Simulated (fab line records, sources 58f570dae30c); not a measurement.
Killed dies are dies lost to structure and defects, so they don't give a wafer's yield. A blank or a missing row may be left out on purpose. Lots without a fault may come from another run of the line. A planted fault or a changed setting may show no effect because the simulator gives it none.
Tool commonality check | flow berkeley_cmos170 | 15 lots, 45 wafers sampled

WHY IT WAS OPENED
At UCB170_WELLDRIVE_THK_MEAS_02 the reading WELLDRIVE_OXIDE_THK is flagged on 3 of 15 lots. Wafers without a fault read 201 nm, standard deviation 3.9.
Rule: a lot is flagged when every wafer of it that has a number lies more than 4 standard deviations from that mean, or none has a number. The other lots count as sound.

lot  | measured    | on            | WELLDRIVE_OXIDE_THK (nm), wafer by wafer | flag
L303 | day 3 17:37 | film_metro-02 | 205 210 208                              |
L304 | day 3 17:37 | film_metro-01 | 203 203 201                              |
L305 | day 4 02:46 | film_metro-03 | 203 204 207                              |
L306 | day 4 07:24 | film_metro-01 | 199 203 205                              |
L308 | day 4 13:22 | film_metro-01 | 199 196 199                              |
L310 | day 5 02:38 | film_metro-03 | 191 197 192                              |
L313 | day 6 00:08 | film_metro-03 | 311 309 310                              | FLAGGED
L318 | day 6 11:10 | film_metro-01 | 204 204 205                              |
L316 | day 6 16:01 | film_metro-02 | 314 306 312                              | FLAGGED
L317 | day 7 01:18 | film_metro-02 | 306 312 309                              | FLAGGED
L319 | day 7 02:00 | film_metro-03 | 200 200 197                              |
L322 | day 7 14:50 | film_metro-01 | 202 203 200                              |
L323 | day 7 18:04 | film_metro-02 | 202 201 201                              |
L321 | day 7 18:05 | film_metro-01 | 202 202 200                              |
L325 | day 8 01:47 | film_metro-02 | 197 199 197                              |
The numbers of the flagged lots are 310 nm on average: +109 nm against the usual, or +28 standard deviations.

WHICH TOOL RAN EACH LOT
The record holds 2 process steps before the reading, out of a route of 331 steps. In each cell: the tool, then ch and the chambers that the sampled wafers went through, then the start.
lot  | flag    | UCB170_NWELL_ETCH_13              | UCB170_WELLDRIVE_OXIDATION_01
L303 |         | rie_diel-02 ch 0,1,2, day 2 11:24 | furnace-02 ch 0, day 3 14:07
L304 |         | rie_diel-03 ch 0,3, day 2 15:33   | furnace-02 ch 0, day 3 14:07
L305 |         | rie_diel-02 ch 1,2,3, day 2 22:15 | furnace-02 ch 0, day 3 23:16
L306 |         | rie_diel-02 ch 0,1,2, day 3 03:24 | furnace-03 ch 0, day 4 03:53
L308 |         | rie_diel-02 ch 0,2,3, day 3 12:45 | furnace-02 ch 0, day 4 09:52
L310 |         | rie_diel-04 ch 0,3, day 3 23:42   | furnace-02 ch 0, day 4 23:07
L313 | FLAGGED | rie_diel-02 ch 1,2, day 4 14:25   | furnace-04 ch 0, day 5 16:25 and furnace-02 ch 0, day 5 20:34
L318 |         | rie_diel-02 ch 1,2, day 5 10:05   | furnace-03 ch 0, day 6 07:40
L316 | FLAGGED | rie_diel-03 ch 2,3, day 5 08:11   | furnace-03 ch 0, day 6 07:40
L317 | FLAGGED | rie_diel-04 ch 0,1,2, day 5 10:41 | furnace-03 ch 0, day 6 17:03
L319 |         | rie_diel-04 ch 1,2,3, day 5 18:28 | furnace-04 ch 0, day 6 22:30
L322 |         | rie_diel-02 ch 0,3, day 6 09:14   | furnace-02 ch 0, day 7 11:19
L323 |         | rie_diel-02 ch 0,1, day 6 16:17   | furnace-03 ch 0, day 7 14:34
L321 |         | rie_diel-04 ch 1,2,3, day 6 09:31 | furnace-03 ch 0, day 7 14:34
L325 |         | rie_diel-03 ch 1,2, day 6 21:53   | furnace-04 ch 0, day 7 22:17
What these steps do:
- UCB170_NWELL_ETCH_13: etches Si3N4 in CH3F/Ar/O2, stops on SiO2, target depth 246.4 nm, time 154 s.
- UCB170_WELLDRIVE_OXIDATION_01: target thk 199 nm, ox time 9000 s.
- UCB170_WELLDRIVE_THK_MEAS_02

FLAGGED OVER TOTAL, TOOL BY TOOL (the gauges that took the reading come last)
step                          | tool          | lots run | flagged | share of the flagged lots | sound lots run after its first flagged lot
UCB170_NWELL_ETCH_13          | rie_diel-02   | 8        | 1       | some                      | 3 (L318,L322,L323)
UCB170_NWELL_ETCH_13          | rie_diel-03   | 3        | 1       | some                      | 1 (L325)
UCB170_NWELL_ETCH_13          | rie_diel-04   | 4        | 1       | some                      | 2 (L319,L321)
UCB170_WELLDRIVE_OXIDATION_01 | furnace-02    | 7        | 1       | some                      | 1 (L322)
UCB170_WELLDRIVE_OXIDATION_01 | furnace-03    | 6        | 2       | some                      | 2 (L321,L323)
UCB170_WELLDRIVE_OXIDATION_01 | furnace-04    | 3        | 1       | some                      | 2 (L319,L325)
UCB170_WELLDRIVE_THK_MEAS_02  | film_metro-01 | 6        | 0       | none                      | -
UCB170_WELLDRIVE_THK_MEAS_02  | film_metro-02 | 5        | 2       | some                      | 2 (L323,L325)
UCB170_WELLDRIVE_THK_MEAS_02  | film_metro-03 | 4        | 1       | some                      | 1 (L319)

WHAT THE TABLE ALLOWS
No row of the table ran every flagged lot.

WHAT THE SIMULATOR HAD PUT IN
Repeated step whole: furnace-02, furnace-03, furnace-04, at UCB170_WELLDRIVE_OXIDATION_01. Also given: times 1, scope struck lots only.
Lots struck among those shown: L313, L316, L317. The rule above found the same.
